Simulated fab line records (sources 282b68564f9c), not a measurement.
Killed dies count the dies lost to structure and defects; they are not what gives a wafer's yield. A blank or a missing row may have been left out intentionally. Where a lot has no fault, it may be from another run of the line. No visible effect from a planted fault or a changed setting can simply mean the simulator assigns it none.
fab line records ; flow rit_cmos
record: lots: 13; wafers: 39; last_day: 7
route steps=202 shown NWELL@37 NRETRO@63 SILICIDE@162 CONTACT@176 M1@201
lots with no fault: from the same line, run without faults
start_h: start of the lot's first displayed wafer, in hours after the record's first day ; wait_h: hours since the lot's step before ; " repeats the value in the row above ; L1.1+2: a single row standing in for several wafers ; - no value, or no start given ; * or withheld: withheld ; < > ~ a bound
route shown NAME@n: NAME is a module with steps in the file, n the number in the route of the first one ; usual: average and standard deviation across the fault-free wafers ; same: alike in all rows ; chamber/n: place in a boat ; sites: per-site readings ; _std_site: the standard deviation of these ; _edge_site: outer sites' mean less inner sites' ; radius_mm: how far each site lies from the wafer's centre ; mask NAME#n: copy n ; behind: the tool/chamber that last shaped the wafer ; hold: what put the lot on hold/how long, in hours/how the hold closed ; device: whichever transistor did not switch (one of n, p or np) ; end of line: at the end of the route, the tests of the same wafers ; where a step has no rows: the recipe by itself ; killed: the dies lost at the first sort to structure and to defects; this is not the yield of the wafer ; map: the dies of a wafer, with x for killed, . for not killed, _ for no die there
set.NAME: the run value of the setting; set.NAME@STEP: its run value at that earlier step ; model.NAME: the simulator's own value behind a step, which no gauge read
steps of the route over a sample of lots; a table a step, a row a wafer
services: a tool's chamber out of use, with start hour (start_h, from the record's first day; less than 0 if before it), hours out, and reason
== steps ==
step: RIT_NWELL_STRIP_09
recipe: chemistry: O2; time_s: 180; resist: NOVOLAK; platen_temp_c: withheld; power_w: 500; pressure_mtorr: 4000; o2_flow_sccm: 4000
usual: drypump_motor_current_A: 5.9/0.54; run_length_s: 208.2/0.46
lot.wafer;tool;chamber;start_h;wait_h;drypump_motor_current_A;rf_hours_counter_h;run_length_s
L179.3;plasma_asher-01;1;27.56;0.1;6.0;-;208.2
L179.4;plasma_asher-01;0;27.56;0.1;6.6;-;208.9
L179.5;plasma_asher-01;1;27.56;0.1;6.0;-;208.7
L182.1;plasma_asher-03;1;42.94;0.1;5.0;24;208.1
L182.3;plasma_asher-03;0;42.94;0.1;6.1;-;207.8
L182.5;plasma_asher-03;0;42.94;0.1;6.1;-;207.5
L183.2;plasma_asher-01;0;48.07;0.1;6.6;40;208.3
L183.3;plasma_asher-01;0;48.07;0.1;6.6;-;208.8
L183.4;plasma_asher-01;1;48.07;0.1;6.0;-;208.1
L184.2;plasma_asher-03;0;53.27;0.1;6.2;25;207.4
L184.3;plasma_asher-03;0;53.27;0.1;6.1;-;207.9
L184.4;plasma_asher-03;1;53.27;0.1;5.1;-;208.4
L185.3;plasma_asher-04;1;57.09;0.1;5.2;-;208.2
L185.5;plasma_asher-04;1;57.09;0.1;5.2;-;208.4
L185.6;plasma_asher-04;0;57.09;0.1;6.0;-;209.2
L186.3;plasma_asher-04;0;61.63;0.1;5.9;-;208.9
L186.4;plasma_asher-04;1;61.63;0.1;5.2;-;208.5
L186.6;plasma_asher-04;0;61.63;0.1;5.9;-;208.5
L188.4;plasma_asher-04;1;71.38;0.1;5.2;-;208.7
L188.5;plasma_asher-04;1;71.38;0.1;5.2;-;208.1
L188.6;plasma_asher-04;0;71.38;0.1;5.9;-;208.4
L189.1;plasma_asher-03;1;77.22;0.1;5.1;27;207.8
L189.2;plasma_asher-03;0;77.22;0.1;6.1;27;207.6
L189.6;plasma_asher-03;1;77.22;0.1;5.1;-;208.2
L191.2;plasma_asher-01;0;87.67;0.1;6.6;44;208.5
L191.3;plasma_asher-01;0;87.67;0.1;6.6;-;208.5
L191.5;plasma_asher-01;1;87.67;0.1;6.0;-;208.7
L192.2;plasma_asher-03;0;92.58;0.1;6.2;29;207.8
L192.3;plasma_asher-03;0;92.58;0.1;6.2;-;207.7
L192.5;plasma_asher-03;1;92.58;0.1;5.1;-;207.7
L193.2;plasma_asher-01;0;96.63;0.1;6.6;45;72.3
L193.4;plasma_asher-01;0;96.63;0.1;6.6;-;72.2
L193.5;plasma_asher-01;1;96.63;0.1;6.0;-;72.2
L198.3;plasma_asher-03;1;122.48;0.1;5.1;-;208.1
L198.4;plasma_asher-03;0;122.48;0.1;6.1;-;207.5
L198.6;plasma_asher-03;0;122.48;0.1;6.1;-;207.5
L201.1;plasma_asher-04;1;138.37;0.1;5.2;51;208.4
L201.5;plasma_asher-04;1;138.37;0.1;5.2;-;208.2
L201.6;plasma_asher-04;0;138.37;0.1;5.9;-;208.7
step: RIT_NRETRO_TW_MEAS_10
usual: NRETRO_TW: 1050/7.5
lot.wafer;tool;chamber;start_h;wait_h;hold;NRETRO_TW
L179.3;film_metro-01;-;36.47;0.1;-;1049
L179.4;film_metro-01;-;36.47;0.1;-;1054
L179.5;film_metro-01;-;36.47;0.1;-;1044
L182.1;film_metro-03;-;52.68;0.1;-;1043
L182.3;film_metro-03;-;52.68;0.1;-;1039
L182.5;film_metro-03;-;52.68;0.1;-;1037
L183.2;film_metro-02;-;56.92;0.1;-;1043
L183.3;film_metro-02;-;56.92;0.1;-;1046
L183.4;film_metro-02;-;56.92;0.1;-;1047
L184.2;film_metro-01;-;62.33;0.1;-;1052
L184.3;film_metro-01;-;62.33;0.1;-;1059
L184.4;film_metro-01;-;62.33;0.1;-;1054
L185.3;film_metro-02;-;66.56;0.1;-;1044
L185.5;film_metro-02;-;66.56;0.1;-;1045
L185.6;film_metro-02;-;66.56;0.1;-;1047
L186.3;film_metro-03;-;70.38;0.1;-;1041
L186.4;film_metro-03;-;70.38;0.1;-;1042
L186.6;film_metro-03;-;70.38;0.1;-;1040
L188.4;film_metro-03;-;80.21;0.1;-;1046
L188.5;film_metro-03;-;80.21;0.1;-;1038
L188.6;film_metro-03;-;80.21;0.1;-;1047
L189.1;film_metro-03;-;86.70;0.1;-;1044
L189.2;film_metro-03;-;86.70;0.1;-;1039
L189.6;film_metro-03;-;86.70;0.1;-;1045
L191.2;film_metro-02;-;97.05;0.1;-;1054
L191.3;film_metro-02;-;97.05;0.1;-;1055
L191.5;film_metro-02;-;97.05;0.1;-;1057
L192.2;film_metro-02;-;101.44;0.1;-;1060
L192.3;film_metro-02;-;101.44;0.1;-;1050
L192.5;film_metro-02;-;101.44;0.1;-;1062
L193.2;film_metro-02;-;107.17;0.1;await_dispo/0.2h/release;31
L193.4;film_metro-02;-;107.17;0.1;await_dispo/0.2h/release;31
L193.5;film_metro-02;-;107.17;0.1;await_dispo/0.2h/release;31
L193.2;film_metro-02;-;107.40;0.2;-;31
L193.4;film_metro-02;-;107.40;0.2;-;31
L193.5;film_metro-02;-;107.40;0.2;-;31
L198.3;film_metro-03;-;131.39;0.1;-;1043
L198.4;film_metro-03;-;131.39;0.1;-;1041
L198.6;film_metro-03;-;131.39;0.1;-;1036
L201.1;film_metro-01;-;148.42;0.1;-;1061
L201.5;film_metro-01;-;148.42;0.1;-;1058
L201.6;film_metro-01;-;148.42;0.1;-;1058
step: RIT_SILICIDE_SPUTTER_01
recipe: material: Ti; target_thk_nm: 30; power_w: 350; chamber_pressure_pa: 0.667; gas: Ar; time_s: 240; substrate_temp_c: 25
usual: throttle_valve_pct: 30.0/0.88
lot.wafer;tool;chamber;start_h;wait_h;throttle_valve_pct
L179.3;pvd_sputter-03;-;56.62;0.0;31.0
L179.4;pvd_sputter-03;-;56.62;0.0;29.7
L179.5;pvd_sputter-03;-;56.62;0.0;29.1
L182.1;pvd_sputter-02;-;72.34;0.0;29.4
L182.3;pvd_sputter-02;-;72.34;0.0;28.4
L182.5;pvd_sputter-02;-;72.34;0.0;29.5
L183.2;pvd_sputter-03;-;79.57;0.0;29.3
L183.3;pvd_sputter-03;-;79.57;0.0;29.9
L183.4;pvd_sputter-03;-;79.57;0.0;31.2
L184.2;pvd_sputter-02;-;82.00;0.0;31.4
L184.3;pvd_sputter-02;-;82.00;0.0;28.5
L184.4;pvd_sputter-02;-;82.00;0.0;29.4
L185.3;pvd_sputter-03;-;86.78;0.0;30.7
L185.5;pvd_sputter-03;-;86.78;0.0;30.7
L185.6;pvd_sputter-03;-;86.78;0.0;31.0
L186.3;pvd_sputter-04;-;91.75;0.0;28.6
L186.4;pvd_sputter-04;-;91.75;0.0;30.5
L186.6;pvd_sputter-04;-;91.75;0.0;30.0
L188.4;pvd_sputter-04;-;100.88;0.0;30.4
L188.5;pvd_sputter-04;-;100.88;0.0;30.8
L188.6;pvd_sputter-04;-;100.88;0.0;28.8
L189.1;pvd_sputter-03;-;110.01;0.0;29.0
L189.2;pvd_sputter-03;-;110.01;0.0;31.1
L189.6;pvd_sputter-03;-;110.01;0.0;29.2
L191.2;pvd_sputter-02;-;120.98;0.0;28.5
L191.3;pvd_sputter-02;-;120.98;0.0;31.2
L191.5;pvd_sputter-02;-;120.98;0.0;28.5
L192.2;pvd_sputter-04;-;123.81;0.0;29.9
L192.3;pvd_sputter-04;-;123.81;0.0;30.8
L192.5;pvd_sputter-04;-;123.81;0.0;29.7
L198.3;pvd_sputter-03;-;152.92;0.0;29.1
L198.4;pvd_sputter-03;-;152.92;0.0;31.2
L198.6;pvd_sputter-03;-;152.92;0.0;30.5
L201.1;pvd_sputter-02;-;171.07;0.0;28.2
L201.5;pvd_sputter-02;-;171.07;0.0;31.4
L201.6;pvd_sputter-02;-;171.07;0.0;29.5
step: RIT_CONTACT_CD_MEAS_08
recipe: target_cd_nm: 1000
usual: cd_nm: 999.5/2.3
lot.wafer;tool;chamber;start_h;wait_h;cd_nm
L179.3;cd_sem-01;-;58.37;-;1001.2
L179.4;cd_sem-01;-;58.37;-;1000.5
L179.5;cd_sem-01;-;58.37;-;998.7
L182.1;cd_sem-01;-;73.94;-;999.7
L182.3;cd_sem-01;-;73.94;-;999.1
L182.5;cd_sem-01;-;73.94;-;999.2
L183.2;cd_sem-01;-;81.18;-;997.5
L183.3;cd_sem-01;-;81.18;-;998.8
L183.4;cd_sem-01;-;81.18;-;999.6
L184.2;cd_sem-01;-;83.74;-;1000.3
L184.3;cd_sem-01;-;83.74;-;1000.9
L184.4;cd_sem-01;-;83.74;-;1000.9
L185.3;cd_sem-01;-;88.55;-;997.2
L185.5;cd_sem-01;-;88.55;-;996.2
L185.6;cd_sem-01;-;88.55;-;997.7
L186.3;cd_sem-01;-;93.56;-;1003.3
L186.4;cd_sem-01;-;93.56;-;1004.7
L186.6;cd_sem-01;-;93.56;-;1003.0
L188.4;cd_sem-01;-;102.53;-;998.2
L188.5;cd_sem-01;-;102.53;-;998.5
L188.6;cd_sem-01;-;102.53;-;996.5
L189.1;cd_sem-01;-;111.71;-;1001.9
L189.2;cd_sem-01;-;111.71;-;1001.2
L189.6;cd_sem-01;-;111.71;-;998.6
L191.2;cd_sem-01;-;122.70;-;1001.5
L191.3;cd_sem-01;-;122.70;-;1002.0
L191.5;cd_sem-01;-;122.70;-;1001.5
L192.2;cd_sem-01;-;125.55;-;996.5
L192.3;cd_sem-01;-;125.55;-;996.9
L192.5;cd_sem-01;-;125.55;-;996.7
L198.3;cd_sem-02;-;154.54;-;998.7
L198.4;cd_sem-02;-;154.54;-;998.5
L198.6;cd_sem-02;-;154.54;-;1000.4
L201.1;cd_sem-02;-;172.67;-;1002.5
L201.5;cd_sem-02;-;172.67;-;1001.4
L201.6;cd_sem-02;-;172.67;-;1000.2
step: RIT_M1_BOW_MEAS_16
recipe: mode: bow
usual: M1_BOW: 16/6.8
lot.wafer;tool;chamber;start_h;wait_h;M1_BOW[um]
L179.3;film_metro-01;-;63.57;0.0;16
L179.4;film_metro-01;-;63.57;0.0;21
L179.5;film_metro-01;-;63.57;0.0;12
L182.1;film_metro-01;-;78.99;0.0;8
L182.3;film_metro-01;-;78.99;0.0;8
L182.5;film_metro-01;-;78.99;0.0;13
L183.2;film_metro-01;-;86.46;0.0;6
L183.3;film_metro-01;-;86.46;0.0;11
L183.4;film_metro-01;-;86.46;0.0;11
L184.2;film_metro-02;-;92.00;0.0;19
L184.3;film_metro-02;-;92.00;0.0;13
L184.4;film_metro-02;-;92.00;0.0;8
L185.3;film_metro-03;-;93.87;0.0;15
L185.5;film_metro-03;-;93.87;0.0;21
L185.6;film_metro-03;-;93.87;0.0;14
L186.3;film_metro-01;-;98.81;0.0;14
L186.4;film_metro-01;-;98.81;0.0;20
L186.6;film_metro-01;-;98.81;0.0;7
L188.4;film_metro-01;-;107.91;0.1;13
L188.5;film_metro-01;-;107.91;0.1;20
L188.6;film_metro-01;-;107.91;0.1;17
L189.1;film_metro-01;-;117.02;0.0;21
L189.2;film_metro-01;-;117.02;0.0;8
L189.6;film_metro-01;-;117.02;0.0;29
L191.2;film_metro-02;-;127.93;0.0;21
L191.3;film_metro-02;-;127.93;0.0;36
L191.5;film_metro-02;-;127.93;0.0;27
L192.2;film_metro-01;-;130.85;0.0;19
L192.3;film_metro-01;-;130.85;0.0;6
L192.5;film_metro-01;-;130.85;0.0;26
L198.3;film_metro-03;-;159.87;0.0;14
L198.4;film_metro-03;-;159.87;0.0;14
L198.6;film_metro-03;-;159.87;0.0;17
L201.1;film_metro-03;-;178.78;0.0;19
L201.5;film_metro-03;-;178.78;0.0;9
L201.6;film_metro-03;-;178.78;0.0;18
step: RIT_M1_PROBE_99
usual: defect_limited_yield: 97.5/1.2; killed_at_contacts: 0.1/0.23; killed_at_front_end: 6/3.2; killed_dies: 7/3.2; killed_open: 3.4/1.8; killed_short: 3.2/2.3; sort_bin_3_pad_short: 0.1/0.23; sort_bin_5_function: 1.4/0.81; sort_bin_6_memory: 0.9/0.7; sort_n_pass: 257/3.2; sort_yield_pct: 97.5/1.2
same: gross_dies: 264; killed_at_M0_to_M3: 0; killed_at_M4_up: 0; killed_at_back_side: 0; killed_at_other: 0
lot.wafer;tool;chamber;start_h;wait_h;defect_limited_yield[%];killed_at_contacts;killed_at_front_end;killed_dies;killed_open;killed_short;sort_bin_3_pad_short[%];sort_bin_5_function[%];sort_bin_6_memory[%];sort_n_pass;sort_yield_pct[%]
L179.3;prober-02;-;63.75;0.2;93.9;0;16;16;6;10;0.4;3.0;2.7;248;93.9
L179.4;prober-02;-;63.80;0.2;95.8;0;11;11;8;3;0.4;2.7;1.1;253;95.8
L179.5;prober-02;-;63.85;0.2;98.1;0;5;5;3;2;0;1.5;0.4;259;98.1
L182.1;prober-01;-;79.11;0.1;95.1;0;13;13;4;9;0;3.4;1.5;251;95.1
L182.3;prober-01;-;79.21;0.2;97.3;0;7;7;3;4;0;1.5;1.1;257;97.3
L182.5;prober-01;-;79.31;0.2;97.7;0;6;6;4;2;0;1.5;0.8;258;97.7
L183.2;prober-02;-;86.61;0.1;95.8;0;11;11;3;8;0.8;2.3;1.1;253;95.8
L183.3;prober-02;-;86.66;0.2;96.2;0;10;10;8;2;0;1.9;1.9;254;96.2
L183.4;prober-02;-;86.71;0.2;98.1;0;5;5;5;0;0;0.8;1.1;259;98.1
L184.2;prober-01;-;92.15;0.1;98.5;0;4;4;2;2;0;0.4;1.1;260;98.5
L184.3;prober-01;-;92.20;0.2;98.1;0;5;5;1;4;0;0.4;1.5;259;98.1
L184.4;prober-01;-;92.25;0.2;98.9;0;3;3;1;2;0;0.8;0.4;261;98.9
L185.3;prober-02;-;94.05;0.2;97.3;0;7;7;4;3;0;2.3;0.4;257;97.3
L185.5;prober-02;-;94.15;0.2;98.1;0;5;5;3;2;0;1.9;0;259;98.1
L185.6;prober-02;-;94.20;0.2;98.1;0;5;5;3;2;0.4;1.1;0.4;259;98.1
L186.3;prober-01;-;98.99;0.2;98.5;0;4;4;2;2;0;1.1;0.4;260;98.5
L186.4;prober-01;-;99.04;0.2;97.3;0;7;7;3;4;0;0.4;2.3;257;97.3
L186.6;prober-01;-;99.14;0.2;99.6;0;1;1;1;0;0;0.4;0;263;99.6
L188.4;prober-01;-;108.12;0.2;97.3;0;7;7;5;2;0;1.5;1.1;257;97.3
L188.5;prober-01;-;108.17;0.2;95.8;0;11;11;6;5;0;1.9;2.3;253;95.8
L188.6;prober-01;-;108.22;0.2;97.7;0;6;6;1;5;0.4;1.5;0.4;258;97.7
L189.1;prober-02;-;117.14;0.1;96.6;0;9;9;5;4;0;2.3;1.1;255;96.6
L189.2;prober-02;-;117.19;0.1;96.6;0;9;9;5;4;0;1.9;1.5;255;96.6
L189.6;prober-02;-;117.39;0.2;97.0;0;8;8;2;6;0.8;1.1;1.1;256;97.0
L191.2;prober-02;-;128.08;0.1;97.7;0;6;6;6;0;0;1.9;0.4;258;97.7
L191.3;prober-02;-;128.13;0.2;98.1;0;5;5;3;2;0;0.8;1.1;259;98.1
L191.5;prober-02;-;128.23;0.2;99.2;0;2;2;2;0;0;0.4;0.4;262;99.2
L192.2;prober-01;-;131.00;0.1;99.2;0;2;2;1;1;0;0.4;0.4;262;99.2
L192.3;prober-01;-;131.05;0.2;98.1;0;5;5;2;3;0;1.1;0.8;259;98.1
L192.5;prober-01;-;131.15;0.2;95.8;0;11;11;4;7;0;3.4;0.8;253;95.8
L198.3;prober-01;-;160.05;0.2;97.7;0;6;6;2;4;0;1.5;0.8;258;97.7
L198.4;prober-01;-;160.10;0.2;98.9;0;3;3;1;2;0;1.1;0;261;98.9
L198.6;prober-01;-;160.20;0.2;97.3;1;6;7;1;6;0.4;1.9;0.4;257;97.3
L201.1;prober-02;-;178.90;0.1;97.7;0;6;6;2;4;0;1.5;0.8;258;97.7
L201.5;prober-02;-;179.10;0.2;98.1;0;5;5;4;1;0.4;1.5;0;259;98.1
L201.6;prober-02;-;179.15;0.2;97.3;0;7;7;2;5;0;1.1;1.5;257;97.3
killed by level:class
L179.3 SILICIDE:geometric_particle:short=5 SILICIDE:geometric_particle:open=3 FOX1:geometric_particle:short=2 REOX:geometric_particle:short=2 FOX1:geometric_particle:open=1 FOX2:geometric_particle:short=1 GATE:geometric_particle:open=1 REOX:geometric_particle:open=1
L179.4 GATE:geometric_particle:open=4 REOX:geometric_particle:open=2 FOX1:geometric_particle:short=1 REOX:geometric_particle:short=1 SPACER:geometric_particle:open=1 SILICIDE:geometric_particle:short=1 SILICIDE:geometric_particle:open=1
L179.5 FOX1:geometric_particle:open=1 FOX1:geometric_particle:short=1 GATE:geometric_particle:short=1 REOX:geometric_particle:open=1 SPACER:geometric_particle:open=1
L182.1 GATE:geometric_particle:short=5 GATE:geometric_particle:open=3 FOX1:geometric_particle:short=2 SILICIDE:geometric_particle:short=2 FOX1:geometric_particle:open=1
L182.3 GATE:geometric_particle:open=2 SPACER:geometric_particle:short=2 FOX1:geometric_particle:open=1 FOX1:geometric_particle:short=1 GATE:geometric_particle:short=1
L182.5 GATE:geometric_particle:short=2 SILICIDE:geometric_particle:open=2 GATE:geometric_particle:open=1 REOX:geometric_particle:open=1
L183.2 GATE:geometric_particle:short=3 SILICIDE:geometric_particle:short=3 SILICIDE:geometric_particle:open=2 FOX2:geometric_particle:short=1 REOX:geometric_particle:open=1 REOX:geometric_particle:short=1
L183.3 SILICIDE:geometric_particle:open=4 GATE:geometric_particle:open=2 FOX1:geometric_particle:open=1 FOX2:geometric_particle:short=1 REOX:geometric_particle:short=1 SPACER:geometric_particle:open=1
L183.4 GATE:geometric_particle:open=2 FOX1:geometric_particle:open=1 FOX2:geometric_particle:open=1 SILICIDE:geometric_particle:open=1
L184.2 GATE:geometric_particle:open=2 FOX1:geometric_particle:short=1 SILICIDE:geometric_particle:short=1
L184.3 GATE:geometric_particle:short=3 GATE:geometric_particle:open=1 REOX:geometric_particle:short=1
L184.4 SILICIDE:geometric_particle:short=2 SILICIDE:geometric_particle:open=1
L185.3 GATE:geometric_particle:open=2 FOX1:geometric_particle:open=1 FOX1:geometric_particle:short=1 SPACER:geometric_particle:open=1 GATE:geometric_particle:short=1 SPACER:geometric_particle:short=1
L185.5 GATE:geometric_particle:short=2 GATE:geometric_particle:open=1 REOX:geometric_particle:open=1 SILICIDE:geometric_particle:open=1
L185.6 FOX1:geometric_particle:open=1 FOX1:geometric_particle:short=1 GATE:geometric_particle:short=1 GATE:geometric_particle:open=1 SILICIDE:geometric_particle:open=1
L186.3 GATE:geometric_particle:short=1 GATE:geometric_particle:open=1 REOX:geometric_particle:short=1 REOX:geometric_particle:open=1
L186.4 FOX2:geometric_particle:open=2 SPACER:geometric_particle:short=2 FOX2:geometric_particle:short=1 REOX:geometric_particle:short=1 SPACER:geometric_particle:open=1
L186.6 GATE:geometric_particle:open=1
L188.4 FOX1:geometric_particle:open=2 GATE:geometric_particle:open=1 GATE:geometric_particle:short=1 SPACER:geometric_particle:open=1 SILICIDE:geometric_particle:open=1 SILICIDE:geometric_particle:short=1
L188.5 SILICIDE:geometric_particle:open=3 SPACER:geometric_particle:short=2 FOX1:geometric_particle:open=1 FOX2:geometric_particle:short=1 GATE:geometric_particle:short=1 GATE:geometric_particle:open=1 REOX:geometric_particle:open=1 SILICIDE:geometric_particle:short=1
L188.6 GATE:geometric_particle:short=2 SPACER:geometric_particle:short=2 GATE:geometric_particle:open=1 REOX:geometric_particle:short=1
L189.1 GATE:geometric_particle:short=3 GATE:geometric_particle:open=3 FOX1:geometric_particle:short=1 REOX:geometric_particle:open=1 SILICIDE:geometric_particle:open=1
L189.2 GATE:geometric_particle:short=3 FOX1:geometric_particle:open=2 GATE:geometric_particle:open=2 FOX2:geometric_particle:open=1 REOX:geometric_particle:short=1
L189.6 GATE:geometric_particle:short=3 FOX1:geometric_particle:short=1 GATE:geometric_particle:open=1 REOX:geometric_particle:short=1 SILICIDE:geometric_particle:open=1 SILICIDE:geometric_particle:short=1
L191.2 FOX1:geometric_particle:open=3 GATE:geometric_particle:open=1 SPACER:geometric_particle:open=1 SILICIDE:geometric_particle:open=1
L191.3 FOX1:geometric_particle:short=1 GATE:geometric_particle:short=1 GATE:geometric_particle:open=1 REOX:geometric_particle:open=1 SPACER:geometric_particle:open=1
L191.5 SPACER:geometric_particle:open=1 SILICIDE:geometric_particle:open=1
L192.2 REOX:geometric_particle:short=1 REOX:geometric_particle:open=1
L192.3 GATE:geometric_particle:short=2 FOX2:geometric_particle:short=1 GATE:geometric_particle:open=1 SILICIDE:geometric_particle:open=1
L192.5 REOX:geometric_particle:short=3 FOX1:geometric_particle:short=1 FOX2:geometric_particle:short=1 FOX2:geometric_particle:open=1 GATE:geometric_particle:open=1 GATE:geometric_particle:short=1 REOX:geometric_particle:open=1 SPACER:geometric_particle:short=1
L198.3 FOX1:geometric_particle:short=3 FOX1:geometric_particle:open=1 FOX2:geometric_particle:short=1 REOX:geometric_particle:open=1
L198.4 GATE:geometric_particle:open=1 GATE:geometric_particle:short=1 SILICIDE:geometric_particle:short=1
L198.6 GATE:geometric_particle:short=2 SILICIDE:geometric_particle:short=2 FOX1:geometric_particle:short=1 SILICIDE:geometric_particle:open=1 CONTACT:geometric_particle:short=1
L201.1 SPACER:geometric_particle:short=2 GATE:geometric_particle:open=1 GATE:geometric_particle:short=1 REOX:geometric_particle:short=1 REOX:geometric_particle:open=1
L201.5 GATE:geometric_particle:open=2 FOX1:geometric_particle:open=1 FOX2:geometric_particle:open=1 GATE:geometric_particle:short=1
L201.6 GATE:geometric_particle:short=3 SPACER:geometric_particle:short=2 GATE:geometric_particle:open=1 SILICIDE:geometric_particle:open=1
== services ==
tool;chamber;start_h;hours;kind
pvd_sputter-02;-;10.16;0.9;repair
plasma_asher-04;-;52.09;2.0;repair
pvd_sputter-02;-;56.65;2.5;repair
pvd_sputter-03;-;75.96;1.1;repair
plasma_asher-04;-;81.01;2.8;pm
plasma_asher-03;-;111.20;2.5;repair
pvd_sputter-03;-;117.98;9.1;repair
pvd_sputter-02;-;151.51;2.6;repair
== key ==
first_sign: step: RIT_NWELL_STRIP_09; reading: run_length_s; direction: down; sigmas: 99+; usual: *; struck: *
effect: step: RIT_NRETRO_TW_MEAS_10; reading: NRETRO_TW; direction: down; sigmas: 99+; usual: 1050; struck: 31
met_at RIT_NWELL_STRIP_09
struck_lots L193
scrapped_behind RIT_NRETRO_TW_MEAS_10 L193.2,L193.4,L193.5
not_acting_at RIT_SILICIDE_SPUTTER_01,RIT_CONTACT_CD_MEAS_08,RIT_M1_BOW_MEAS_16
onset_between 87.67 96.63
fault: kind: strip_aborted; tool: plasma_asher-01; chamber: -; onset_h: 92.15; steps: RIT_NWELL_STRIP_09; offset: 0.6; end_h: 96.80
